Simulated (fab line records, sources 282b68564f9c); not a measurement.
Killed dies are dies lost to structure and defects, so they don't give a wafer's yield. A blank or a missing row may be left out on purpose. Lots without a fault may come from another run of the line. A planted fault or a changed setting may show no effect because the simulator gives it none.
fab line records | flow rit_cmos
record lots=6 wafers=18 last_day=6
route steps=202 shown M1@185
lots that met no fault: from a run of the same line without faults
start_h: hours from the record's first day to the start of the lot's first wafer shown | wait_h: hours since the lot's step before | " the same as in the row above | L1.1+2: a row that stands for several wafers | - no value, or no start given | * or withheld: withheld | < > ~ a bound
route shown NAME@n: a module of which the file shows steps, and the number in the route of the first | usual: mean/standard deviation of fault-free wafers | same: alike in all rows | chamber/n: place in a boat | sites: the reading at each site | _std_site: their standard deviation | _edge_site: outer sites' mean less inner sites' | radius_mm: how far each site lies from the wafer's centre | mask NAME#n: copy n | behind: the tool/chamber that last shaped the wafer | hold: why the lot was held/for how many hours/how that ended | device: the transistor (n, p or np) that didn't switch | end of line: the same wafers' tests at the end of the route | a step without rows: its recipe alone | killed: dies lost to structure and defects at the first sort, not the wafer's yield | map: a wafer's dies, x killed, . not, _ none there
set.NAME: the setting as run; set.NAME@STEP: as run at that earlier step | model.NAME: the simulator's own value behind a step, which no gauge read
lots at some steps of the route; a table a step, a row a wafer
services: from which hour (start_h, from the record's first day; less than 0 if before it) a tool's chamber was out of use, for how many hours, and why
## steps
# step RIT_M1_RS_MEAS_01
# recipe thk_meas_gauge=four-point-probe reads=Al_of_M1_SPUTTER_00
# usual M1_AL_RS=0.0736/0.00077
# columns lot.wafer tool chamber start_h wait_h M1_AL_RS[ohm/sq]
L425.1 film_metro-01 - 98.42 0.2 0.0734
L425.2 " - " " 0.0725
L425.6 " - " " 0.0733
L427.3 film_metro-01 - 111.31 0.2 0.0746
L427.4 " - " " 0.0738
L427.5 " - " " 0.0742
L430.2 film_metro-02 - 125.68 0.2 0.0731
L430.3 " - " " 0.0729
L430.6 " - " " 0.0727
L431.1 film_metro-01 - 129.90 0.1 0.0742
L431.3 " - " " 0.0741
L431.4 " - " " 0.0735
L432.1 film_metro-01 - 140.34 0.1 0.0747
L432.2 " - " " 0.0748
L432.6 " - " " 0.0746
L433.1 film_metro-02 - 142.95 0.1 0.0743
L433.3 " - " " 0.0742
L433.5 " - " " 0.0736
# step RIT_M1_THK_MEAS_02
# recipe thk_meas_gauge=xrf reads=Al_of_M1_SPUTTER_00
# usual M1_AL_THK=400/4.5
# columns lot.wafer tool chamber start_h wait_h M1_AL_THK[nm]
L425.1 film_metro-01 - 98.54 0.1 404
L425.2 " - " " 408
L425.6 " - " " 401
L427.3 film_metro-01 - 111.41 0.1 397
L427.4 " - " " 405
L427.5 " - " " 402
L430.2 film_metro-02 - 125.79 0.1 400
L430.3 " - " " 401
L430.6 " - " " 402
L431.1 film_metro-01 - 130.02 0.1 400
L431.3 " - " " 400
L431.4 " - " " 404
L432.1 film_metro-01 - 140.46 0.1 400
L432.2 " - " " 395
L432.6 " - " " 397
L433.1 film_metro-02 - 143.07 0.1 397
L433.3 " - " " 395
L433.5 " - " " 398
# step RIT_M1_HMDS_03
# recipe prime_time_s=60 prime_temp_c=140
# step RIT_M1_COAT_04
# recipe resist=NOVOLAK spin_rpm=2000 resist_thk_nm=1300
# step RIT_M1_SOFTBAKE_05
# recipe resist=NOVOLAK temp_c=90 time_s=60
# step RIT_M1_EXPOSE_06
# recipe mask_id=M12 na=0.6 source_shape=conventional sigma_outer=0.5 target_cd_nm=2600 dose_mj=250
# step RIT_M1_PEB_07
# recipe resist=NOVOLAK temp_c=withheld time_s=withheld
# step RIT_M1_DEVELOP_08
# recipe resist=NOVOLAK develop_time_s=68 dev_temp_c=23
# step RIT_M1_CD_MEAS_09
# recipe target_cd_nm=2600
# usual cd_nm=2599.7/2.1
# columns lot.wafer tool chamber start_h wait_h cd_nm
L425.1 cd_sem-02 - 99.60 - 2596.7
L425.2 " - " " 2594.5
L425.6 " - " " 2595.1
L427.3 cd_sem-02 - 112.37 - 2597.1
L427.4 " - " " 2598.9
L427.5 " - " " 2598.3
L430.2 cd_sem-02 - 126.74 - 2596.7
L430.3 " - " " 2599.8
L430.6 " - " " 2600.4
L431.1 cd_sem-01 - 130.96 - 2600.5
L431.3 " - " " 2599.3
L431.4 " - " " 2600.7
L432.1 cd_sem-01 - 141.60 - 2599.1
L432.2 " - " " 2600.3
L432.6 " - " " 2598.0
L433.1 cd_sem-01 - 144.01 - 2602.1
L433.3 " - " " 2602.9
L433.5 " - " " 2603.4
# step RIT_M1_OVL_MEAS_10
# usual M1_OVL=-0.5/1.5
# columns lot.wafer tool chamber start_h wait_h M1_OVL[nm]
L425.1 overlay-01 - 99.72 0.1 -1.0
L425.2 " - " " -0.7
L425.6 " - " " -1.1
L427.3 overlay-02 - 112.46 0.1 1.6
L427.4 " - " " 0.2
L427.5 " - " " 2.4
L430.2 overlay-01 - 126.84 0.1 -1.2
L430.3 " - " " -1.1
L430.6 " - " " -0.8
L431.1 overlay-01 - 131.08 0.1 -3.9
L431.3 " - " " -4.2
L431.4 " - " " -3.1
L432.1 overlay-02 - 141.72 0.1 -0.4
L432.2 " - " " -1.1
L432.6 " - " " -1.1
L433.1 overlay-02 - 144.13 0.1 -0.4
L433.3 " - " " -1.2
L433.5 " - " " -1.2
# step RIT_M1_HARDBAKE_11
# recipe resist=NOVOLAK temp_c=140 time_s=120
# step RIT_M1_METAL_ETCH_12
# recipe stop_on=SiO2 chemistry=Cl2/BCl3 target=Al time_s=165 over_etch_frac=0.5 pressure_mtorr=100 target_depth_a=6000 rf_w=250 Cl2_flow_sccm=60 bcl3_flow_sccm=50
# usual bcl3_flow_sccm=49.99/0.15 drypump_motor_current_A=5.47/0.27 oes_product_au=0.780/0.016 throttle_valve_pct=8.35/0.11
# columns lot.wafer tool chamber start_h wait_h bcl3_flow_sccm drypump_motor_current_A oes_product_au rf_hours_counter_h throttle_valve_pct
L425.1 rie_metal-02 1 100.01 0.2 49.82 5.51 0.790 5 8.27
L425.2 " 0 " " 50.04 5.50 0.774 4 8.19
L425.6 " 1 " " 49.96 5.50 0.788 - 8.26
L427.3 rie_metal-04 0 112.79 0.2 49.89 5.76 0.787 - 8.34
L427.4 " 1 " " 49.95 5.12 0.778 - 8.49
L427.5 " 1 " " 49.92 5.11 0.768 - 8.47
L430.2 rie_metal-04 0 127.12 0.2 49.77 5.77 0.802 1 8.36
L430.3 " 1 " " 50.19 5.12 0.783 - 8.49
L430.6 " 1 " " 49.97 5.11 0.783 - 8.49
L431.1 rie_metal-02 1 131.37 0.2 50.20 5.54 0.786 5 8.27
L431.3 " 0 " " 50.16 5.46 0.755 - 8.19
L431.4 " 1 " " 49.90 5.54 0.782 - 8.27
L432.1 rie_metal-04 0 142.00 0.2 49.87 5.78 0.789 1 8.37
L432.2 " 1 " " 49.81 5.12 0.770 1 8.47
L432.6 " 1 " " 49.97 5.10 0.773 - 8.49
L433.1 rie_metal-02 1 144.42 0.2 49.97 5.53 0.776 5 8.26
L433.3 " 1 " " 49.74 5.50 0.786 - 8.27
L433.5 " 0 " " 49.83 5.47 0.761 - 8.19
# step RIT_M1_STRIP_13
# recipe chemistry=nmp resist=NOVOLAK temp_c=80 time_s=600 dry=n2_spin
# usual bath_guard_temp_C=80.1/0.44 bath_heat_duty_pct=17.4/2.4
# columns lot.wafer tool chamber start_h wait_h bath_guard_temp_C bath_heat_duty_pct model.NOVOLAK_of_M1_COAT_04.thk_nm
L425.1 wet_bench-03 3 100.17 0.1 80.4 18.9 0
L425.2 " 3 " " 80.2 17.4 0
L425.6 " 3 " " 80.4 18.8 0
L427.3 wet_bench-04 2 112.89 0.1 80.2 14.8 0
L427.4 " 2 " " 80.2 15.1 0
L427.5 " 2 " " 80.5 15.5 0
L430.2 wet_bench-03 0 127.29 0.1 - - 799.6
L430.3 " 0 " " - - 809.5
L430.6 " 0 " " - - 809.7
L431.1 wet_bench-03 0 131.53 0.1 - - 813.5
L431.3 " 0 " " - - 807.4
L431.4 " 0 " " - - 811.7
L432.1 wet_bench-03 0 142.16 0.1 80.7 18.9 0
L432.2 " 0 " " 80.5 20.4 0
L432.6 " 0 " " 80.6 19.7 0
L433.1 wet_bench-03 2 144.64 0.1 79.8 16.9 0
L433.3 " 2 " " 80.4 17.1 0
L433.5 " 2 " " 79.8 16.7 0
# step RIT_M1_STRIP_14
# recipe chemistry=O2 time_s=180 platen_temp_c=withheld power_w=500 pressure_mtorr=4000 o2_flow_sccm=4000
# usual chamber_pressure_mTorr=4000/3.5 drypump_motor_current_A=6.1/0.46
# columns lot.wafer tool chamber start_h wait_h chamber_pressure_mTorr drypump_motor_current_A rf_hours_counter_h
L425.1 plasma_asher-03 1 100.35 0.0 3999 5.7 45
L425.2 " 0 " " 4000 6.0 45
L425.6 " 0 " " 4000 6.0 -
L427.3 plasma_asher-03 1 113.13 0.1 4003 5.7 -
L427.4 " 0 " " 4003 6.0 -
L427.5 " 1 " " 3999 5.7 -
L430.2 plasma_asher-03 1 127.46 0.0 4003 5.7 49
L430.3 " 0 " " 4003 6.0 -
L430.6 " 0 " " 4000 6.0 -
L431.1 plasma_asher-04 0 131.71 0.0 4002 6.4 50
L431.3 " 1 " " 4004 6.7 -
L431.4 " 0 " " 4000 6.3 -
L432.1 plasma_asher-04 0 142.34 0.0 4000 6.4 51
L432.2 " 1 " " 4005 6.7 51
L432.6 " 1 " " 4004 6.7 -
L433.1 plasma_asher-03 1 144.81 0.0 3998 5.6 51
L433.3 " 1 " " 3996 5.7 -
L433.5 " 0 " " 4002 6.0 -
# step RIT_M1_PROBE_99
# usual defect_limited_yield=97.4/1.2 killed_at_contacts=0.1/0.23 killed_at_front_end=7/3.1 killed_dies=7/3.1 killed_open=3.3/2 killed_short=3.6/1.9 sort_bin_3_pad_short=0.1/0.23 sort_bin_5_function=1.5/0.81 sort_bin_6_memory=1.0/0.63 sort_n_pass=257/3.1 sort_yield_pct=97.4/1.2
# same gross_dies=264 killed_at_M0_to_M3=0 killed_at_M4_up=0 killed_at_back_side=0 killed_at_other=0
# columns lot.wafer tool chamber start_h wait_h defect_limited_yield[%] killed_at_contacts killed_at_front_end killed_dies killed_open killed_short sort_bin_3_pad_short[%] sort_bin_5_function[%] sort_bin_6_memory[%] sort_n_pass sort_yield_pct[%]
L425.1 prober-02 - 102.26 0.1 98.5 0 4 4 2 2 0 1.5 0 260 98.5
L425.2 prober-02 - 102.31 0.1 98.5 0 4 4 2 2 0 0.8 0.8 260 98.5
L425.6 prober-02 - 102.51 0.2 95.8 0 11 11 7 4 0 1.9 2.3 253 95.8
L427.3 prober-02 - 115.08 0.2 97.3 0 7 7 3 4 0 1.1 1.5 257 97.3
L427.4 prober-02 - 115.13 0.2 96.2 0 10 10 5 5 0 2.7 1.1 254 96.2
L427.5 prober-02 - 115.18 0.2 97.3 0 7 7 4 3 0 2.3 0.4 257 97.3
L430.2 prober-01 - 129.43 0.1 96.6 1 8 9 5 4 0.4 2.3 0.8 255 96.6
L430.3 prober-01 - 129.48 0.2 97.3 0 7 7 1 6 0 2.3 0.4 257 97.3
L430.6 prober-01 - 129.63 0.2 97.3 0 7 7 3 4 0 1.9 0.8 257 97.3
L431.1 prober-02 - 133.62 0.1 98.9 0 3 3 1 2 0.4 0.8 0 261 98.9
L431.3 prober-02 - 133.72 0.2 97.3 0 7 7 4 3 0.4 1.1 1.1 257 97.3
L431.4 prober-02 - 133.77 0.2 97.3 0 7 7 2 5 0.8 0.8 1.1 257 97.3
L433.1 prober-02 - 146.73 0.1 98.1 0 5 5 3 2 0 0 1.9 259 98.1
L433.3 prober-02 - 146.83 0.2 98.5 0 4 4 2 2 0 0.8 0.8 260 98.5
L433.5 prober-02 - 146.93 0.2 98.1 0 5 5 4 1 0 1.1 0.8 259 98.1
# killed by level:class
L425.1 GATE:geometric_particle:short=1 REOX:geometric_particle:open=1 SPACER:geometric_particle:open=1 SILICIDE:geometric_particle:short=1
L425.2 GATE:geometric_particle:short=2 FOX2:geometric_particle:open=1 SILICIDE:geometric_particle:open=1
L425.6 SILICIDE:geometric_particle:open=4 REOX:geometric_particle:short=2 FOX1:geometric_particle:short=1 FOX1:geometric_particle:open=1 GATE:geometric_particle:short=1 GATE:geometric_particle:open=1 SPACER:geometric_particle:open=1
L427.3 GATE:geometric_particle:short=3 GATE:geometric_particle:open=2 REOX:geometric_particle:short=1 REOX:geometric_particle:open=1
L427.4 GATE:geometric_particle:open=4 GATE:geometric_particle:short=3 FOX1:geometric_particle:short=1 REOX:geometric_particle:short=1 SILICIDE:geometric_particle:open=1
L427.5 REOX:geometric_particle:short=2 SPACER:geometric_particle:open=2 FOX2:geometric_particle:open=1 GATE:geometric_particle:short=1 GATE:geometric_particle:open=1
L430.2 FOX1:geometric_particle:short=2 GATE:geometric_particle:open=2 FOX1:geometric_particle:open=1 FOX2:geometric_particle:open=1 REOX:geometric_particle:open=1 SPACER:geometric_particle:short=1 CONTACT:geometric_particle:short=1
L430.3 REOX:geometric_particle:short=4 FOX1:geometric_particle:short=1 SPACER:geometric_particle:open=1 SPACER:geometric_particle:short=1
L430.6 REOX:geometric_particle:short=2 REOX:geometric_particle:open=2 GATE:geometric_particle:short=1 SILICIDE:geometric_particle:short=1 SILICIDE:geometric_particle:open=1
L431.1 FOX2:geometric_particle:short=1 SPACER:geometric_particle:short=1 SILICIDE:geometric_particle:open=1
L431.3 GATE:geometric_particle:short=2 FOX1:geometric_particle:open=1 GATE:geometric_particle:open=1 SPACER:geometric_particle:short=1 SPACER:geometric_particle:open=1 SILICIDE:geometric_particle:open=1
L431.4 GATE:geometric_particle:short=2 SILICIDE:geometric_particle:short=2 FOX1:geometric_particle:open=1 GATE:geometric_particle:open=1 SPACER:geometric_particle:short=1
L433.1 GATE:geometric_particle:open=2 FOX2:geometric_particle:short=1 REOX:geometric_particle:short=1 SILICIDE:geometric_particle:open=1
L433.3 FOX1:geometric_particle:open=1 FOX2:geometric_particle:short=1 GATE:geometric_particle:open=1 SPACER:geometric_particle:short=1
L433.5 REOX:geometric_particle:open=2 GATE:geometric_particle:open=1 GATE:geometric_particle:short=1 SILICIDE:geometric_particle:open=1
## services
# columns tool chamber start_h hours kind
plasma_asher-04 - 82.67 4.3 pm
plasma_asher-03 - 92.75 3.4 repair
plasma_asher-04 - 100.14 10.0 pm
rie_metal-02 - 108.74 0.7 repair
## key
first_sign step=RIT_M1_STRIP_13 reading=tool_record direction=missing
effect none on later readings
model_effect step=RIT_M1_STRIP_13 value=NOVOLAK_of_M1_COAT_04.thk_nm without=0 struck=808.6
met_at RIT_M1_STRIP_13
struck_wafers L430.2,L430.3,L430.6,L431.1,L431.3,L431.4
onset_between 100.17 127.29
fault kind=skipped_step_whole tool=wet_bench-03 chamber=- onset_h=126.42 steps=RIT_M1_STRIP_13 scope=struck_lots_only
